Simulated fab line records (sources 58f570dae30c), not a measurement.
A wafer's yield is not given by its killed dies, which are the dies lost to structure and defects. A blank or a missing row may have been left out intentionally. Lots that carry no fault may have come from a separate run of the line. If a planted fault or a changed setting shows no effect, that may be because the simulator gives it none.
fab line records	flow berkeley-cmos170
[record] lots = 14	wafers = 42	last-day = 12
route steps=331 shown START@4 WELLDRIVE@57 NLDD@162 CONTACT@235
lots untouched by any fault: they come from a run of this same line in which no faults occurred
start-h: hours from the record's first day to the start of the lot's first wafer shown	wait-h: hours since the lot's step before	" the same as in the row above	L1.1+2: a row that stands for several wafers	- no value, or no start was given	* or withheld: withheld	< > ~ a bound
route shown NAME@n: a module of which the file shows steps, and the number in the route of the first	usual: average and standard deviation across the fault-free wafers	same: alike in all rows	chamber/n: place in a boat	sites: readings site by site	_std_site: how widely they spread, as a standard deviation	_edge_site: the outer-site mean with the inner-site mean subtracted	radius-mm: for every site, how far away it sits from the centre of the wafer	mask NAME#n: copy n	behind: the last tool/chamber to shape the wafer	hold: reason for holding the lot/hours on hold/outcome of the hold	device: whichever transistor did not switch (one of n, p or np)	end of line: tests of these same wafers at the route's end	where a step has no rows: the recipe by itself	killed: count of dies lost to structure and defects at first sort (not the wafer's yield)	map: a wafer's dies, x killed, . not, _ none there
set.NAME: the run value of the setting; set.NAME@STEP: its run value at that earlier step	model.NAME: the simulator's own value behind a step, which no gauge read
one table for each step of the route and one row for each wafer, over a sample of lots
services: when a tool's chamber went out of use (start-h, in hours from the record's first day, below 0 if earlier), for how many hours, and the reason
[[steps]]
[step UCB170_START_THK_MEAS_03]
[recipe] reads = SiO2_of_START_OXIDATION_02
[usual] START_OXIDE_THK = 20.04/0.28
lot.wafer	tool	chamber	start-h	wait-h	START_OXIDE_THK[nm]
L980.1	film-metro-01	-	13.24	0.0	20.00
L980.3	"	-	"	"	20.33
L980.6	"	-	"	"	20.34
L981.2	film-metro-04	-	20.77	0.0	20.59
L981.4	"	-	"	"	20.11
L981.6	"	-	"	"	20.27
L982.4	film-metro-01	-	22.40	0.0	19.92
L982.5	"	-	"	"	19.72
L982.6	"	-	"	"	20.10
L983.2	film-metro-02	-	29.05	0.3	19.64
L983.3	"	-	"	"	19.93
L983.5	"	-	"	"	19.75
L984.4	film-metro-04	-	33.83	0.0	20.07
L984.5	"	-	"	"	20.03
L984.6	"	-	"	"	20.12
L986.2	film-metro-04	-	43.32	0.0	20.35
L986.3	"	-	"	"	20.02
L986.4	"	-	"	"	19.93
L987.1	film-metro-01	-	47.96	0.0	19.87
L987.3	"	-	"	"	20.24
L987.6	"	-	"	"	20.12
L988.1	film-metro-02	-	55.56	0.0	20.03
L988.2	"	-	"	"	19.59
L988.3	"	-	"	"	20.08
L990.3	film-metro-02	-	64.25	0.0	20.20
L990.5	"	-	"	"	20.45
L990.6	"	-	"	"	20.45
L992.1	film-metro-04	-	74.81	0.0	19.72
L992.4	"	-	"	"	19.62
L992.5	"	-	"	"	19.64
L994.3	film-metro-04	-	85.83	0.0	20.10
L994.5	"	-	"	"	19.76
L994.6	"	-	"	"	19.65
L998.2	film-metro-02	-	107.26	0.0	20.04
L998.3	"	-	"	"	20.01
L998.5	"	-	"	"	19.99
L102.1	film-metro-01	-	126.05	0.0	19.98
L102.4	"	-	"	"	19.87
L102.6	"	-	"	"	20.49
L103.1	film-metro-02	-	129.22	0.0	19.91
L103.3	"	-	"	"	19.62
L103.5	"	-	"	"	19.66
[step UCB170_WELLDRIVE_THK_MEAS_02]
[recipe] reads = SiO2_of_WELLDRIVE_OXIDATION_01
[usual] WELLDRIVE_OXIDE_THK = 199/3.4
lot.wafer	tool	chamber	start-h	wait-h	WELLDRIVE_OXIDE_THK[nm]
L980.1	film-metro-02	-	57.88	0.0	199
L980.3	"	-	"	"	198
L980.6	"	-	"	"	197
L982.4	film-metro-03	-	62.76	0.0	199
L982.5	"	-	"	"	202
L982.6	"	-	"	"	200
L981.2	film-metro-03	-	62.80	0.1	197
L981.4	"	-	"	"	197
L981.6	"	-	"	"	195
L983.2	film-metro-03	-	71.44	0.0	203
L983.3	"	-	"	"	203
L983.5	"	-	"	"	203
L984.4	film-metro-02	-	71.46	0.0	197
L984.5	"	-	"	"	197
L984.6	"	-	"	"	197
L986.2	film-metro-03	-	87.33	0.0	202
L986.3	"	-	"	"	199
L986.4	"	-	"	"	201
L987.1	film-metro-03	-	98.91	0.0	195
L987.3	"	-	"	"	195
L987.6	"	-	"	"	195
L988.1	film-metro-02	-	105.75	0.0	198
L988.2	"	-	"	"	201
L988.3	"	-	"	"	201
L990.3	film-metro-02	-	109.18	0.0	196
L990.5	"	-	"	"	196
L990.6	"	-	"	"	196
L992.1	film-metro-03	-	123.20	0.0	198
L992.4	"	-	"	"	196
L992.5	"	-	"	"	194
L994.3	film-metro-03	-	128.11	0.0	198
L994.5	"	-	"	"	192
L994.6	"	-	"	"	195
L998.2	film-metro-03	-	159.23	0.0	198
L998.3	"	-	"	"	196
L998.5	"	-	"	"	195
L103.1	film-metro-04	-	182.67	0.0	195
L103.3	"	-	"	"	195
L103.5	"	-	"	"	197
L102.1	film-metro-03	-	187.14	0.0	193
L102.4	"	-	"	"	194
L102.6	"	-	"	"	196
[step UCB170_NLDD_PEB_04]
[recipe] peb-temp-c = 130	peb-time-s = withheld	resist = KrF
[usual] heater-power-total-W = 56.79/0.045	plate-temp-C = 130.03/0.14
lot.wafer	tool	chamber	start-h	wait-h	heater-power-total-W	plate-temp-C
L980.1	litho-track-02	0	125.31	1.0	56.81	129.76
L980.3	"	0	"	"	56.83	130.03
L980.6	"	0	"	"	56.87	129.81
L982.4	litho-track-04	0	125	-	56.78	129.96
L982.5	"	0	"	"	56.81	130.12
L982.6	"	0	"	"	56.84	130.12
L981.2	litho-track-04	0	125.87	0.6	56.72	130.24
L981.4	"	0	"	"	56.72	130.41
L981.6	"	0	"	"	56.82	130.24
L983.2	litho-track-02	0	134.80	0.1	56.85	129.86
L983.3	"	0	"	"	56.83	130.13
L983.5	"	0	"	"	56.79	129.92
L984.4	litho-track-03	0	135.75	0.5	56.85	130.11
L984.5	"	0	"	"	56.76	130.17
L984.6	"	0	"	"	56.79	129.91
L986.2	litho-track-04	0	155.17	0.5	56.80	129.91
L986.3	"	0	"	"	56.71	130.01
L986.4	"	0	"	"	56.74	129.95
L987.1	litho-track-03	0	167.95	0.1	56.79	129.71
L987.3	"	0	"	"	56.83	130.01
L987.6	"	0	"	"	56.79	130.04
L988.1	litho-track-04	0	178.43	0.2	56.88	130.12
L988.2	"	0	"	"	56.81	130.10
L988.3	"	0	"	"	56.78	130.09
L990.3	litho-track-03	0	178.44	0.3	56.71	130.24
L990.5	"	0	"	"	56.78	129.98
L990.6	"	0	"	"	56.82	130.07
L992.1	litho-track-04	0	192.67	0.1	56.81	130.16
L992.4	"	0	"	"	56.81	130.20
L992.5	"	0	"	"	56.77	130.17
L994.3	litho-track-03	0	199.23	0.1	56.77	130.02
L994.5	"	0	"	"	56.78	130.18
L994.6	"	0	"	"	56.74	129.96
L998.2	litho-track-03	0	228.99	0.9	56.83	130.31
L998.3	"	0	"	"	56.86	130.17
L998.5	"	0	"	"	56.80	130.07
L102.1	litho-track-04	0	251.26	0.5	61.24	138.02
L102.4	"	0	"	"	61.24	137.81
L102.6	"	0	"	"	61.32	137.80
L103.1	litho-track-04	0	251.54	0.3	61.25	137.86
L103.3	"	0	"	"	61.28	137.75
L103.5	"	0	"	"	61.24	137.66
[step UCB170_NLDD_CD_MEAS_06]
[recipe] target-cd-nm = 1200
[usual] cd-nm = 1199.6/1.3
lot.wafer	tool	chamber	start-h	wait-h	cd-nm
L980.1	cd-sem-01	-	125.58	-	1199.9
L980.3	"	-	"	"	1201.1
L980.6	"	-	"	"	1201.7
L982.4	cd-sem-02	-	125.63	-	1198.8
L982.5	"	-	"	"	1198.5
L982.6	"	-	"	"	1198.3
L981.2	cd-sem-01	-	126.20	-	1198.8
L981.4	"	-	"	"	1199.0
L981.6	"	-	"	"	1198.8
L983.2	cd-sem-01	-	135.07	-	1199.0
L983.3	"	-	"	"	1200.3
L983.5	"	-	"	"	1200.5
L984.4	cd-sem-02	-	136.01	-	1199.8
L984.5	"	-	"	"	1199.3
L984.6	"	-	"	"	1201.8
L986.2	cd-sem-02	-	155.44	-	1198.6
L986.3	"	-	"	"	1199.7
L986.4	"	-	"	"	1198.7
L987.1	cd-sem-02	-	168.23	-	1198.6
L987.3	"	-	"	"	1197.5
L987.6	"	-	"	"	1199.0
L990.3	cd-sem-02	-	178.79	-	1200.9
L990.5	"	-	"	"	1200.1
L990.6	"	-	"	"	1200.2
L988.1	cd-sem-02	-	178.87	-	1201.1
L988.2	"	-	"	"	1201.1
L988.3	"	-	"	"	1200.3
L992.1	cd-sem-01	-	192.94	-	1199.7
L992.4	"	-	"	"	1196.6
L992.5	"	-	"	"	1198.3
L994.3	cd-sem-01	-	199.50	-	1199.7
L994.5	"	-	"	"	1199.7
L994.6	"	-	"	"	1199.7
L998.2	cd-sem-01	-	229.26	-	1197.7
L998.3	"	-	"	"	1198.6
L998.5	"	-	"	"	1197.4
L102.1	cd-sem-01	-	251.54	-	1238.0
L102.4	"	-	"	"	1238.0
L102.6	"	-	"	"	1237.7
L103.1	cd-sem-01	-	251.81	-	1237.4
L103.3	"	-	"	"	1237.3
L103.5	"	-	"	"	1237.2
[step UCB170_CONTACT_STRIP_19]
[recipe] chemistry = O2	power-w = 400	pressure-mtorr = 3500	platen-temp-c = withheld	o2-flow-sccm = 400	overash-fraction = 0.5
[usual] drypump-motor-current-A = 5.6/0.58	oes-product-au = 0.725/0.0046
lot.wafer	tool	chamber	start-h	wait-h	drypump-motor-current-A	oes-product-au	rf-hours-counter-h
L982.4	plasma-asher-04	0	142.50	-	4.7	0.726	-
L982.5	"	1	"	"	6.0	0.719	-
L982.6	"	0	"	"	4.7	0.717	-
L981.2	plasma-asher-02	1	142.62	-	6.5	0.728	3
L981.4	"	1	"	"	6.5	0.726	-
L981.6	"	0	"	"	5.9	0.711	-
L980.1	plasma-asher-02	0	144.71	-	5.8	0.723	3
L980.3	"	0	"	"	5.8	0.725	-
L980.6	"	0	"	"	5.8	0.723	-
L984.4	plasma-asher-02	1	151.04	-	6.5	0.720	-
L984.5	"	1	"	"	6.5	0.726	-
L984.6	"	0	"	"	5.9	0.723	-
L983.2	plasma-asher-01	1	151.81	-	5.5	0.723	49
L983.3	"	0	"	"	5.1	0.722	-
L983.5	"	0	"	"	5.1	0.724	-
L986.2	plasma-asher-04	0	171.53	-	4.8	0.729	49
L986.3	"	1	"	"	6.0	0.732	-
L986.4	"	0	"	"	4.7	0.727	-
L987.1	plasma-asher-01	0	183.63	-	5.1	0.732	52
L987.3	"	1	"	"	5.5	0.732	-
L987.6	"	0	"	"	5.1	0.726	-
L990.3	plasma-asher-04	1	195.56	-	6.0	0.733	-
L990.5	"	1	"	"	6.0	0.727	-
L990.6	"	0	"	"	4.8	0.722	-
L988.1	plasma-asher-02	1	195.64	-	6.5	0.717	8
L988.2	"	0	"	"	5.8	0.722	8
L988.3	"	0	"	"	5.9	0.729	-
L992.1	plasma-asher-04	0	211.99	-	4.7	0.734	53
L992.4	"	1	"	"	6.0	0.725	-
L992.5	"	1	"	"	6.0	0.727	-
L994.3	plasma-asher-04	1	215.61	-	6.0	0.729	-
L994.5	"	0	"	"	4.7	0.718	-
L994.6	"	1	"	"	6.0	0.729	-
L998.2	plasma-asher-01	1	246.12	-	5.5	0.726	57
L998.3	"	0	"	"	5.1	0.728	-
L998.5	"	1	"	"	5.5	0.726	-
L102.1	plasma-asher-01	1	270.39	-	5.5	0.728	61
L102.4	"	1	"	"	5.5	0.729	-
L102.6	"	1	"	"	5.5	0.724	-
L103.1	plasma-asher-04	0	270.70	-	4.7	0.728	60
L103.3	"	1	"	"	6.0	0.723	-
L103.5	"	0	"	"	4.7	0.724	-
[[services]]
tool	chamber	start-h	hours	kind
plasma-asher-02	-	108.75	9.0	pm
plasma-asher-02	0	108.75	9.0	vent-cycle
plasma-asher-02	1	108.75	9.0	vent-cycle
plasma-asher-02	0	117.75	-	clean
plasma-asher-02	1	117.75	-	clean
plasma-asher-01	-	121.54	14.6	pm
plasma-asher-04	-	150.88	0.5	repair
plasma-asher-02	-	248.15	7.4	repair
[[key]]
[first-sign] step = UCB170_NLDD_PEB_04	reading = heater-power-total-W	direction = up	sigmas = 99+	usual = 56.79	struck = 61.26
[effect] step = UCB170_NLDD_PEB_04	reading = plate-temp-C	direction = up	sigmas = 55	usual = *	struck = *
[effect] step = UCB170_NLDD_CD_MEAS_06	reading = cd-nm	direction = up	sigmas = 29	usual = 1199.6	struck = 1237.6
met-at UCB170_NLDD_PEB_04
struck-lots L102,L103
tester-left-out L102,L103
not-acting-at UCB170_START_THK_MEAS_03,UCB170_WELLDRIVE_THK_MEAS_02,UCB170_CONTACT_STRIP_19
onset-between 192.67 251.26
[fault] kind = process-parameter-drift	tool = litho-track-04	chamber = -	onset-h = 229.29	steps = UCB170_NLDD_PEB_04	channel = peb-temp-c	offset = *	shape = step	end-h = 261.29	acts-in = *	stated = *
// tester-left-out: of these lots the tester's yield and bins aren't shown, on N5 and GAA mostly nor the transistor test; their killed dies are dies lost to structure and defects alone, not to doping, threshold or leakage, so they don't give the yield
